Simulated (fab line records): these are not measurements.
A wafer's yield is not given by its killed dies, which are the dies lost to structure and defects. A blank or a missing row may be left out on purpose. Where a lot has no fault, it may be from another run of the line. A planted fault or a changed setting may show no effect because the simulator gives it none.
Which of the tools did it? + flow berkeley_cmos170 + 15 lots with 45 wafers sampled at 3 steps, on a route of 331 steps

## WHAT THE GAUGES READ, wafer by wafer
No reading from a measuring or inspecting step in the record can be judged against a usual standard deviation.

## EACH LOT AND THE TOOL THAT RAN IT (in order: tool; ch and the chambers of the sampled wafers; start)
| lot  | UCB170_ZERO_DEVELOP_05           | UCB170_ZERO_ETCH_06               | UCB170_ZERO_STRIP_07                |
|------|----------------------------------|-----------------------------------|-------------------------------------|
| L449 | litho_track-01 ch 0, day 1 19:00 | rie_diel-04 ch 1,2,3, day 1 19:46 | plasma_asher-01 ch 0,1, day 1 19:48 |
| L450 | litho_track-03 ch 0, day 2 00:00 | rie_diel-04 ch 0,2,3, day 2 00:21 | plasma_asher-01 ch 0,1, day 2 00:24 |
| L452 | litho_track-01 ch 0, day 2 08:00 | rie_diel-02 ch 0,2,3, day 2 09:00 | plasma_asher-03 ch 0,1, day 2 09:02 |
| L454 | litho_track-01, day 2 22:00      | rie_diel-03 ch 0,1,2, day 2 22:12 | plasma_asher-01 ch 1, day 2 22:13   |
| L455 | litho_track-03, day 2 22:00      | rie_diel-04 ch 0,1,2, day 2 22:32 | plasma_asher-03 ch 0,1, day 2 22:34 |
| L456 | litho_track-03, day 3 06:00      | rie_diel-02 ch 1,2,3, day 3 06:58 | plasma_asher-04 ch 0,1, day 3 06:59 |
| L457 | litho_track-01 ch 0, day 3 10:00 | rie_diel-03 ch 0,2, day 3 11:05   | plasma_asher-03 ch 0,1, day 3 11:07 |
| L464 | litho_track-02 ch 0, day 5 00:00 | rie_diel-04 ch 0,1, day 5 00:26   | plasma_asher-04 ch 0,1, day 5 00:28 |
| L465 | litho_track-01 ch 0, day 5 01:00 | rie_diel-03 ch 2,3, day 5 01:11   | plasma_asher-03 ch 0,1, day 5 01:12 |
| L466 | litho_track-03 ch 0, day 5 05:00 | rie_diel-02 ch 0,2,3, day 5 05:16 | plasma_asher-03 ch 0,1, day 5 05:17 |
| L467 | litho_track-01 ch 0, day 5 12:00 | rie_diel-02 ch 1,2, day 5 12:51   | plasma_asher-03 ch 0,1, day 5 12:55 |
| L468 | litho_track-01 ch 0, day 5 16:00 | rie_diel-04 ch 0,1,3, day 5 16:29 | plasma_asher-03 ch 0,1, day 5 16:30 |
| L469 | litho_track-01 ch 0, day 5 23:00 | rie_diel-02 ch 0,1,2, day 5 23:31 | plasma_asher-01 ch 0,1, day 5 23:33 |
| L470 | litho_track-01 ch 0, day 6 00:00 | rie_diel-03 ch 0,2,3, day 6 00:58 | plasma_asher-04 ch 0,1, day 6 01:00 |
| L472 | litho_track-02 ch 0, day 6 13:00 | rie_diel-02 ch 2,3, day 6 13:28   | plasma_asher-03 ch 0, day 6 13:29   |
- UCB170_ZERO_DEVELOP_05: develop time 45 s.
- UCB170_ZERO_ETCH_06: etches SiO2 in CHF3/CF4/Ar, time 12 s.
- UCB170_ZERO_STRIP_07: strips in O2.

## WHAT THE TOOLS THEMSELVES READ (means of the sampled wafers that have a number; where no wafer has one, the mark that the record gives instead)
UCB170_ZERO_DEVELOP_05.
| lot  | tool           | chill_plate_temp_C (C) |
|------|----------------|------------------------|
| L449 | litho_track-01 | 23.05                  |
| L450 | litho_track-03 | 23.06                  |
| L452 | litho_track-01 | 22.98                  |
| L454 | litho_track-01 | -                      |
| L455 | litho_track-03 | -                      |
| L456 | litho_track-03 | -                      |
| L457 | litho_track-01 | 22.99                  |
| L464 | litho_track-02 | 23.03                  |
| L465 | litho_track-01 | 23.07                  |
| L466 | litho_track-03 | 23.12                  |
| L467 | litho_track-01 | 22.84                  |
| L468 | litho_track-01 | 22.83                  |
| L469 | litho_track-01 | 23.00                  |
| L470 | litho_track-01 | 22.93                  |
| L472 | litho_track-02 | 22.96                  |

UCB170_ZERO_ETCH_06.
| lot  | tool        | drypump_motor_current_A (A) | oes_product_au (a.u.) | throttle_valve_pct (%) |
|------|-------------|-----------------------------|-----------------------|------------------------|
| L449 | rie_diel-04 | 6.0                         | 0.615                 | 9.30                   |
| L450 | rie_diel-04 | 6.1                         | 0.621                 | 9.26                   |
| L452 | rie_diel-02 | 5.8                         | 0.617                 | 9.17                   |
| L454 | rie_diel-03 | 5.8                         | 0.369                 | 9.29                   |
| L455 | rie_diel-04 | 5.9                         | 0.377                 | 9.26                   |
| L456 | rie_diel-02 | 5.7                         | 0.377                 | 9.09                   |
| L457 | rie_diel-03 | 5.9                         | 0.612                 | 9.30                   |
| L464 | rie_diel-04 | 6.1                         | 0.609                 | 9.19                   |
| L465 | rie_diel-03 | 5.4                         | 0.613                 | 9.24                   |
| L466 | rie_diel-02 | 5.8                         | 0.619                 | 9.16                   |
| L467 | rie_diel-02 | 5.7                         | 0.603                 | 9.01                   |
| L468 | rie_diel-04 | 6.1                         | 0.617                 | 9.20                   |
| L469 | rie_diel-02 | 5.7                         | 0.610                 | 9.04                   |
| L470 | rie_diel-03 | 5.4                         | 0.610                 | 9.22                   |
| L472 | rie_diel-02 | 5.8                         | 0.621                 | 9.16                   |

UCB170_ZERO_STRIP_07.
| lot  | tool            | drypump_motor_current_A (A) | oes_product_au (a.u.) | strip_time_to_endpoint_s (s) |
|------|-----------------|-----------------------------|-----------------------|------------------------------|
| L449 | plasma_asher-01 | 5.63                        | 0.728                 | 21.50                        |
| L450 | plasma_asher-01 | 5.61                        | 0.731                 | 21.53                        |
| L452 | plasma_asher-03 | 5.58                        | 0.729                 | 21.49                        |
| L454 | plasma_asher-01 | 5.60                        | 0.724                 | 21.79                        |
| L455 | plasma_asher-03 | 5.54                        | 0.728                 | 21.91                        |
| L456 | plasma_asher-04 | 5.63                        | 0.733                 | 21.84                        |
| L457 | plasma_asher-03 | 5.60                        | 0.730                 | 21.53                        |
| L464 | plasma_asher-04 | 5.61                        | 0.723                 | 21.54                        |
| L465 | plasma_asher-03 | 5.58                        | 0.727                 | 21.45                        |
| L466 | plasma_asher-03 | 5.60                        | 0.729                 | 21.47                        |
| L467 | plasma_asher-03 | 5.59                        | 0.727                 | 21.50                        |
| L468 | plasma_asher-03 | 5.58                        | 0.730                 | 21.59                        |
| L469 | plasma_asher-01 | 5.62                        | 0.726                 | 21.49                        |
| L470 | plasma_asher-04 | 5.91                        | 0.730                 | 21.50                        |
| L472 | plasma_asher-03 | 5.62                        | 0.725                 | 21.64                        |

## THE ANSWER, worked out from the rows above alone
Rule: the usual values come from the lots themselves. Put in order of their means at a reading, lots are off if they are a third of the lots or fewer, leave a main group of 4 or more, and stand apart from it by a gap of 3 or more times the standard deviation of the main group's means; of several such gaps the widest counts. The tables above print the reading to a certain number of digits; a main group whose means all agree to those digits is not used. Also off: a lot with no number at a reading for which 4 or more lots have one. The other lots that the step has rows for count as sound. After the gauges, taken in route order, come the tools' own readings; for these a lot's mean is taken, as printed above. The first step at which some lot is off is used, and at that step the reading that is off furthest; a lot without a number counts as furthest.
Off: L454, L455, L456 (UCB170_ZERO_DEVELOP_05, chill_plate_temp_C). Without a number there: L454, L455, L456. For the main group the mean is 22.99 C and the standard deviation 0.085.
If a tool, at that step or one of the process steps before it, ran each lot that is off and ran no sound lot following the first of them, it fits. Not one of the candidates tried fits.

## WHAT THE SIMULATOR HAD INSERTED
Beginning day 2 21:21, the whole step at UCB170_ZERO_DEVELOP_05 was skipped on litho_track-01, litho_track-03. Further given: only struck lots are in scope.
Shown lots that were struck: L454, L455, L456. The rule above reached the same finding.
